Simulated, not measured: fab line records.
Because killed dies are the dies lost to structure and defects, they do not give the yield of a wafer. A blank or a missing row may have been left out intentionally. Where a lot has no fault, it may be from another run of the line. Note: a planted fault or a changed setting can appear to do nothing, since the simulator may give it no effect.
8D (eight disciplines) problem report, filled in by code ; flow berkeley-cmos170 ; the parts of the form that need people (team, actions taken, sign-off) are left out

== 1. WHAT WENT WRONG ==
Across 9 wafers from 3 lots, PLDD_OVL at UCB170_PLDD_OVL_MEAS_07 averages 314 nm, while fault-free wafers read -3 nm with a standard deviation of 5.2. Relative to the usual mean, that is a shift of +61 standard deviations.
Seen first at day 12 23:52 on overlay-02, wafer L387.3. At this step, 45 wafers from 15 lots have a number in the record. The rule behind "out" and "out of limits": a value lying over 4 standard deviations away from the usual mean. The rest of the wafers with a number are treated as sound.

== 2. WHAT IT IS, AND WHAT IT ISN'T ==
question;is;is not
which readings at this step;PLDD_OVL;-
which lots;L387, L388, L389;L369, L370, L371, L373, L374, L375, L376, L377, L379, L380, L381, L382
which wafers of those lots;all that have a number;-
read on which gauges;overlay-01, overlay-02;-
when;from day 12 23:52;up to then (36 sound wafers)

== 3. THE SUSPECTS, EACH WITH WHAT RULES IT OUT ==
Counting: any tool at a process step up to the reading is kept as a suspect provided that every lot that is out went through it and no sound lot did after the first of them.
- the gauge at UCB170_PLDD_OVL_MEAS_07 has been ruled out. 2 gauges (overlay-01, overlay-02) read the wafers that are out.
- krf-scanner-01 at UCB170_PLDD_EXPOSE_03 (exposes mask PSELECT, target cd 1200 nm): kept. It ran every lot that is out, first L387 (day 12 23:02), and no sound lot after that; its last sound lot up to then is L380 (day 11 11:41).
Remaining after the count: krf-scanner-01 at UCB170_PLDD_EXPOSE_03.

== 4. THE CAUSE (what the simulator had put in) ==
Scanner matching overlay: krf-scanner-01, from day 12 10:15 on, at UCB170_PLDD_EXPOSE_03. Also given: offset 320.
The count eliminated every tool but this one.

== 5. THE CHAIN OF EFFECTS, in route order ==
Rows list readings where the struck wafers' mean (over those with a number) sits beyond 3 standard deviations from the usual. Only readings whose record carries a usual standard deviation are examined. hours: median over the lots of the time between each lot's start at the first step of this table that gives one and its start at this step. sigmas: the change, counted in usual standard deviations.
hours;step;reading;usual;on struck wafers;change;sigmas
0;UCB170_PLDD_OVL_MEAS_07;PLDD_OVL;-3 nm;314;+317;+61
Later measuring or inspecting steps at which every struck wafer that the step has a row for has a number for every such reading, and none has moved that far: UCB170_NSD_CD_MEAS_06.

== 6. WHAT WOULD HAVE CAUGHT IT SOONER ==
In this record the first reading out of limits at a measuring or inspecting step was taken at day 12 23:52, 14 hours after the fault began at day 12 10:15.
Tool readings at UCB170_PLDD_EXPOSE_03 with a usual standard deviation given in the record: none out on any struck wafer, hence no alarm at a limit of 4 standard deviations on them.
Lots out: 3; of these, L389 started UCB170_PLDD_EXPOSE_03 on krf-scanner-01 after day 12 23:52. A hold on the tool at that time would have spared it.
